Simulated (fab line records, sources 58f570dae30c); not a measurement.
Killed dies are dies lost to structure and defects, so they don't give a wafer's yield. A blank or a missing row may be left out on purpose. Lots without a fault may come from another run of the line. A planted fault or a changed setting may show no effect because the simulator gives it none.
Split-lot experiment | flow berkeley_cmos170 | 5 lots, 23 wafers read, on a route of 331 steps

THE SPLIT
At UCB170_M2_METAL_ETCH_18 (etches Al in Cl2/BCl3, stops on SiO2, target depth 1170 nm, time 195 s), the setting time_s was moved away from the recipe's 195 s on 9 of the 23 wafers read, by -11.0% to +7.1%. The other wafers ran this setting at the recipe's value.

The file shows no step between the split and the reading.

THE READING
oes_product_au, in a.u., at UCB170_M2_STRIP_19 (strips in O2). Fault-free wafers of this fab line usually give 0.530 a.u., standard deviation 0.024 a.u..

wafer  | tool, chamber at the split | time_s as run, s | against the recipe | oes_product_au, a.u. | against lot-mates on the recipe
L077.1 | rie_metal-03, 0,1,0        | 195              | recipe             | 0.529                | -
L077.2 | rie_metal-03, 0,1,0        | 195              | recipe             | 0.514                | -
L077.3 | rie_metal-03, 0,1,0        | 195              | recipe             | 0.518                | -
L077.5 | rie_metal-03, 0,1          | 173.5            | -11.0%             | 0.617                | +0.097
L077.6 | rie_metal-03, 0,1          | 173.5            | -11.0%             | 0.602                | +0.082
L074.1 | rie_metal-02, 1            | 195              | recipe             | 0.526                | -
L074.2 | rie_metal-02, 1            | 208.8            | +7.1%              | 0.481                | -0.044
L074.3 | rie_metal-02, 1            | 195              | recipe             | 0.524                | -
L074.5 | rie_metal-02, 1            | 195              | recipe             | 0.526                | -
L074.6 | rie_metal-02, 1            | 208.8            | +7.1%              | 0.475                | -0.050
L078.2 | rie_metal-01, 1            | 208.7            | +7.0%              | 0.448                | -0.091
L078.3 | rie_metal-01, 0,1,0        | 195              | recipe             | 0.563                | -
L078.4 | rie_metal-01, 0,1,0        | 195              | recipe             | 0.494                | -
L078.5 | rie_metal-01, 0,1,0        | 195              | recipe             | 0.559                | -
L078.6 | rie_metal-01, 1            | 208.7            | +7.0%              | 0.450                | -0.089
L082.2 | rie_metal-03, 0,0,1        | 195              | recipe             | 0.525                | -
L082.4 | rie_metal-03, 0,0,1        | 195              | recipe             | 0.523                | -
L082.5 | rie_metal-03, 0,0,1        | 195              | recipe             | 0.518                | -
L085.1 | rie_metal-02, 1            | 195              | recipe             | 0.530                | -
L085.2 | rie_metal-02, 0,1,0        | 186.6            | -4.3%              | 0.599                | +0.068
L085.3 | rie_metal-02, 0,1,0        | 186.6            | -4.3%              | 0.560                | +0.029
L085.4 | rie_metal-02, 0,1,0        | 186.6            | -4.3%              | 0.606                | +0.075
L085.6 | rie_metal-02, 1            | 195              | recipe             | 0.532                | -
Where a row lists several chambers, the file gives one row for several wafers and doesn't say which wafer went through which chamber.

THE FIT
A straight line over all 23 wafers: oes_product_au changes by -0.00882 a.u. for each +1% of time_s; r = -0.91; the points scatter about the line by 0.02 a.u..
The same after taking each lot's own level away (the mean of its wafers on the recipe; 23 wafers): -0.00931 a.u. for each +1%; r = -0.92; scatter 0.019 a.u..
On that fit, the largest move of time_s shifts the reading by 0.1 a.u..
The lots' own levels span 0.5203 to 0.5387 a.u., that is 0.8 times the standard deviation above.
So the lot-to-lot level changes the slope little: the two slopes agree.
Check: with one of the wafers moved furthest among these (-11.0%) left out of the fit, the line predicts +0.106 a.u. for it against its lot-mates. It came out at +0.0967 a.u. against them.

OTHER SPLITS ON THESE WAFERS
These wafers also went through other splits before the reading. Each is held against what the fit with the lots' levels taken away leaves over:
other split on the same wafers      | wafers away from the commonest value | r with oes_product_au (lot level and that fit taken away)
UCB170_NLDD_COAT_01 resist_thk_nm   | 10                                   | -0.17
UCB170_PSD_PEB_04 peb_temp_c        | 11                                   | +0.11
UCB170_PSD_IMPLANT_08 dose_cm2      | 7                                    | +0.17
UCB170_SDANNEAL_RTA_00 time_s       | 4                                    | -0.43
UCB170_V1_CMP_02 leave_above_ref_nm | 8                                    | +0.02
UCB170_V1_DEVELOP_11 develop_time_s | 7                                    | +0.55
UCB170_M2_SPUTTER_01 power_w        | 7                                    | +0.38

THE FILE'S OWN FIT
oes_product_au changes by -0.00919 a.u. for each +1% of time_s, r = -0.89.
